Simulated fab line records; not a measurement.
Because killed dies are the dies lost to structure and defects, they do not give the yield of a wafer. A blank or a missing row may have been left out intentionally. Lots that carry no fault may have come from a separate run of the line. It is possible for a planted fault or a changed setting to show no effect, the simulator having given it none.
Which tool was responsible? | flow berkeley cmos170 | 15 lots, 45 wafers sampled, at 6 steps of a route of 331

WHAT THE GAUGES READ, wafer by wafer
UCB170_NWELL_THK_MEAS_05. Usual: NWELL_NITRIDE_THK typically reads 225.6 nm, with standard deviation 1.7.
lot  | measured    | on            | NWELL_NITRIDE_THK (nm) | flag
L665 | day 2 14:34 | film metro-03 | 229.5 228.2 228.8      |
L668 | day 3 00:58 | film metro-03 | 226.9 225.3 224.5      |
L667 | day 3 00:59 | film metro-04 | 225.1 225.8 226.1      |
L669 | day 3 09:59 | film metro-02 | 227.9 228.1 227.4      |
L670 | day 3 17:46 | film metro-04 | 224.9 224.6 225.7      |
L671 | day 3 17:46 | film metro-02 | 225.6 226.9 225.9      |
L672 | day 4 02:52 | film metro-03 | 225.1 224.8 225.5      |
L673 | day 4 13:18 | film metro-02 | 223.9 220.4 223.1      |
L675 | day 4 23:27 | film metro-04 | 225.5 227.9 227.5      |
L676 | day 4 23:27 | film metro-03 | 225.9 229.2 225.7      |
L677 | day 5 08:44 | film metro-03 | 224.9 226.1 225.7      |
L678 | day 5 08:44 | film metro-02 | 227.1 224.5 224.8      |
L679 | day 5 15:41 | film metro-04 | 227.2 226.5 226.7      |
L683 | day 6 09:07 | film metro-02 | 224.5 226.3 226.1      |
L687 | day 7 10:47 | film metro-02 | 224.0 222.1 224.3      |

UCB170_PWELL_THK_MEAS_06. Usual: PWELL_NITRIDE_THK typically reads 221.1 nm, with standard deviation 1.7.
lot  | measured    | on            | PWELL_NITRIDE_THK (nm) | flag
L665 | day 3 09:52 | film metro-03 | 220.4 220.7 220.0      |
L668 | day 3 23:41 | film metro-03 | 219.4 221.1 221.0      |
L667 | day 3 23:43 | film metro-02 | 221.5 222.0 223.3      |
L669 | day 4 05:44 | film metro-02 | 223.2 221.4 221.9      |
L670 | day 4 13:39 | film metro-02 | 218.8 219.0 220.2      |
L671 | day 4 13:39 | film metro-01 | 222.3 221.2 222.4      |
L672 | day 5 01:23 | film metro-02 | 219.6 223.0 221.3      |
L673 | day 5 10:20 | film metro-02 | 222.5 220.7 222.9      |
L675 | day 5 18:50 | film metro-01 | 220.8 220.7 219.1      |
L676 | day 5 18:50 | film metro-03 | 220.3 219.6 220.9      |
L677 | day 6 16:30 | film metro-02 | 440.2 442.8 444.1      | OFF
L678 | day 6 04:50 | film metro-01 | 443.3 442.3 444.8      | OFF
L679 | day 6 14:28 | film metro-03 | 221.2 221.2 217.8      |
L683 | day 7 10:50 | film metro-02 | 438.2 436.9 436.9      | OFF
L687 | day 8 07:44 | film metro-03 | 217.9 219.5 216.6      |

UCB170_PSD_OVL_MEAS_07. Usual: PSD_OVL typically reads -2 nm, with standard deviation 4.7.
lot  | measured     | on         | PSD_OVL (nm) | flag
L665 | day 8 02:32  | overlay-02 | -4 4 4       |
L668 | day 8 17:32  | overlay-02 | -7 -8 -15    |
L667 | day 8 18:05  | overlay-02 | -2 5 6       |
L669 | day 8 17:48  | overlay-01 | 0 -4 3       |
L670 | day 9 01:55  | overlay-02 | -6 -5 -5     |
L671 | day 9 01:38  | overlay-01 | 1 -6 -7      |
L672 | day 9 14:19  | overlay-02 | -2 -12 -9    |
L673 | day 10 05:25 | overlay-02 | -8 -5 -3     |
L675 | day 10 05:10 | overlay-01 | -4 -9 1      |
L676 | day 10 10:59 | overlay-02 | -5 -4 -9     |
L679 | day 11 03:16 | overlay-01 | -6 -12 -2    |
L687 | day 12 19:41 | overlay-01 | -11 2 -3     |

WHICH TOOL RAN EACH LOT (tool, then ch and the chambers of the sampled wafers, then the start)
lot  | UCB170_PWELL_CVD_05                                       | UCB170_PWELL_ETCH_14              | UCB170_PVT_STRIP_08
L665 | lpcvd-01 ch 1, day 3 07:55                                | rie diel-02 ch 0,2, day 3 12:08   | plasma asher-01 ch 0,1, day 6 22:04
L668 | lpcvd-01 ch 0, day 3 20:49                                | rie diel-04 ch 0,1,2, day 4 01:15 | plasma asher-01 ch 0,1, day 7 09:10
L667 | lpcvd-01 ch 1, day 3 20:49                                | rie diel-01 ch 1,2,3, day 4 01:32 | plasma asher-04 ch 0,1, day 7 09:26
L669 | lpcvd-01 ch 1, day 4 03:49                                | rie diel-01 ch 1,2,3, day 4 07:02 | plasma asher-03 ch 0,1, day 7 09:41
L670 | lpcvd-02 ch 0, day 4 11:44                                | rie diel-02 ch 0,1,2, day 4 14:43 | plasma asher-01 ch 0,1, day 7 20:46
L671 | lpcvd-02 ch 1, day 4 11:44                                | rie diel-01 ch 1,2,3, day 4 14:58 | plasma asher-04 ch 0,1, day 7 20:34
L672 | lpcvd-02 ch 1, day 4 23:27                                | rie diel-04 ch 1,2,3, day 5 02:58 | plasma asher-01 ch 0,1, day 8 09:10
L673 | lpcvd-02 ch 0, day 5 07:28                                | rie diel-04 ch 2,3, day 5 11:25   | plasma asher-03 ch 0,1, day 8 20:42
L675 | lpcvd-02 ch 0, day 5 16:55                                | rie diel-04 ch 0,1,3, day 5 19:54 | plasma asher-04 ch 0,1, day 8 20:35
L676 | lpcvd-02 ch 0, day 5 16:55                                | rie diel-02 ch 0,2,3, day 5 20:10 | plasma asher-04 ch 0,1, day 9 06:35
L677 | lpcvd-02 ch 0, day 6 12:30                                | rie diel-04 ch 0,2, day 6 17:41   | -
L678 | lpcvd-01 ch 1, day 6 00:50                                | rie diel-02 ch 1,2, day 6 05:58   | -
L679 | lpcvd-02 ch 1, day 6 12:30                                | rie diel-01 ch 2,3, day 6 15:44   | plasma asher-03 ch 0,1, day 10 00:16
L683 | lpcvd-02 ch 1, day 7 05:38 and lpcvd-01 ch 1, day 7 08:51 | rie diel-01 ch 0,3, day 7 11:48   | -
L687 | lpcvd-02 ch 0, day 8 05:49                                | rie diel-01 ch 0,1,2, day 8 08:53 | plasma asher-04 ch 0,1, day 11 10:27
- UCB170_PWELL_CVD_05: deposits Si3N4 from SiH2Cl2/NH3, target thk 220 nm, time 3300 s.
- UCB170_PWELL_ETCH_14: etches Si3N4 in CH3F/Ar/O2, stops on SiO2, target depth 242 nm, time 151 s.
- UCB170_PVT_STRIP_08: strips in O2.

AS READ BY THE TOOLS THEMSELVES (means over the sampled wafers that have a number; for cases with no such wafer, the mark the record gives instead)
UCB170_PWELL_CVD_05. Usual: pressure mtorr 200.0 mTorr, standard deviation 0.38.
lot  | tool              | pressure mtorr (mTorr) | flag
L665 | lpcvd-01          | 200.2                  |
L668 | lpcvd-01          | 199.4                  |
L667 | lpcvd-01          | 200.1                  |
L669 | lpcvd-01          | 200.4                  |
L670 | lpcvd-02          | 200.4                  |
L671 | lpcvd-02          | 200.2                  |
L672 | lpcvd-02          | 199.6                  |
L673 | lpcvd-02          | 200.1                  |
L675 | lpcvd-02          | 200.0                  |
L676 | lpcvd-02          | 199.9                  |
L677 | lpcvd-02          | 200.1                  |
L678 | lpcvd-01          | 200.2                  |
L679 | lpcvd-02          | 199.9                  |
L683 | lpcvd-02/lpcvd-01 | 200.3                  |
L687 | lpcvd-02          | 200.2                  |

UCB170_PWELL_ETCH_14. Usual: drypump motor current A 5.8 A, standard deviation 0.53; oes product au 0.947 a.u., standard deviation 0.011; throttle valve pct 8.06 %, standard deviation 0.12.
lot  | tool        | drypump motor current A (A) | oes product au (a.u.) | throttle valve pct (%) | flag
L665 | rie diel-02 | 6.0                         | 0.949                 | 8.05                   |
L668 | rie diel-04 | 5.4                         | 0.947                 | 8.05                   |
L667 | rie diel-01 | 5.5                         | 0.945                 | 8.08                   |
L669 | rie diel-01 | 5.5                         | 0.946                 | 8.07                   |
L670 | rie diel-02 | 6.0                         | 0.941                 | 7.99                   |
L671 | rie diel-01 | 5.5                         | 0.946                 | 8.07                   |
L672 | rie diel-04 | 5.5                         | 0.953                 | 8.08                   |
L673 | rie diel-04 | 5.3                         | 0.956                 | 8.14                   |
L675 | rie diel-04 | 5.7                         | 0.949                 | 8.01                   |
L676 | rie diel-02 | 6.1                         | 0.944                 | 8.09                   |
L677 | rie diel-04 | 5.3                         | 1.006                 | 8.05                   | OFF
L678 | rie diel-02 | 6.3                         | 1.000                 | 8.07                   | OFF
L679 | rie diel-01 | 5.5                         | 0.933                 | 8.08                   |
L683 | rie diel-01 | 6.4                         | 1.012                 | 8.20                   | OFF
L687 | rie diel-01 | 5.5                         | 0.935                 | 8.15                   |

UCB170_PVT_STRIP_08. Usual: drypump motor current A 5.7 A, standard deviation 0.47; oes product au 0.734 a.u., standard deviation 0.0045; strip time to endpoint s 21.67 s, standard deviation 0.081.
lot  | tool            | drypump motor current A (A) | oes product au (a.u.) | strip time to endpoint s (s) | flag
L665 | plasma asher-01 | 6.0                         | 0.730                 | 21.59                        |
L668 | plasma asher-01 | 5.9                         | 0.734                 | 21.68                        |
L667 | plasma asher-04 | 5.9                         | 0.731                 | 21.70                        |
L669 | plasma asher-03 | 4.9                         | 0.732                 | 21.71                        |
L670 | plasma asher-01 | 5.9                         | 0.736                 | 21.62                        |
L671 | plasma asher-04 | 5.9                         | 0.736                 | 21.68                        |
L672 | plasma asher-01 | 5.9                         | 0.733                 | 21.54                        |
L673 | plasma asher-03 | 5.1                         | 0.735                 | 21.76                        |
L675 | plasma asher-04 | 5.9                         | 0.738                 | 21.69                        |
L676 | plasma asher-04 | 6.1                         | 0.735                 | 21.68                        |
L679 | plasma asher-03 | 4.9                         | 0.733                 | 21.63                        |
L687 | plasma asher-04 | 6.1                         | 0.730                 | 21.84                        |

THE ANSWER, worked out from the rows above alone
Rule: a lot counts as off when the mean over its wafers that have a number is more than 3 standard deviations away from the usual mean. Also off: a lot with no number at a reading for which 4 or more lots have one. Where the step has rows for the other lots, those lots are counted as sound. After the gauges, taken in route order, come the tools' own readings; for these a lot's mean is taken, as printed above. The first step at which some lot is off is used, and at that step the reading that is off furthest; a lot without a number counts as furthest.
Off: L677, L678, L683, seen at UCB170_PWELL_THK_MEAS_06 (PWELL_NITRIDE_THK).
If a tool, at a process step before that reading, ran all the lots that are off and no sound lot after the first of them, it fits. Not tried: the gauges at UCB170_PWELL_THK_MEAS_06; whatever is off there is also off at UCB170_PWELL_ETCH_14, on other tools, and gauge error can't account for it. No candidate that was tried fits.

WHAT WAS PUT IN BY THE SIMULATOR
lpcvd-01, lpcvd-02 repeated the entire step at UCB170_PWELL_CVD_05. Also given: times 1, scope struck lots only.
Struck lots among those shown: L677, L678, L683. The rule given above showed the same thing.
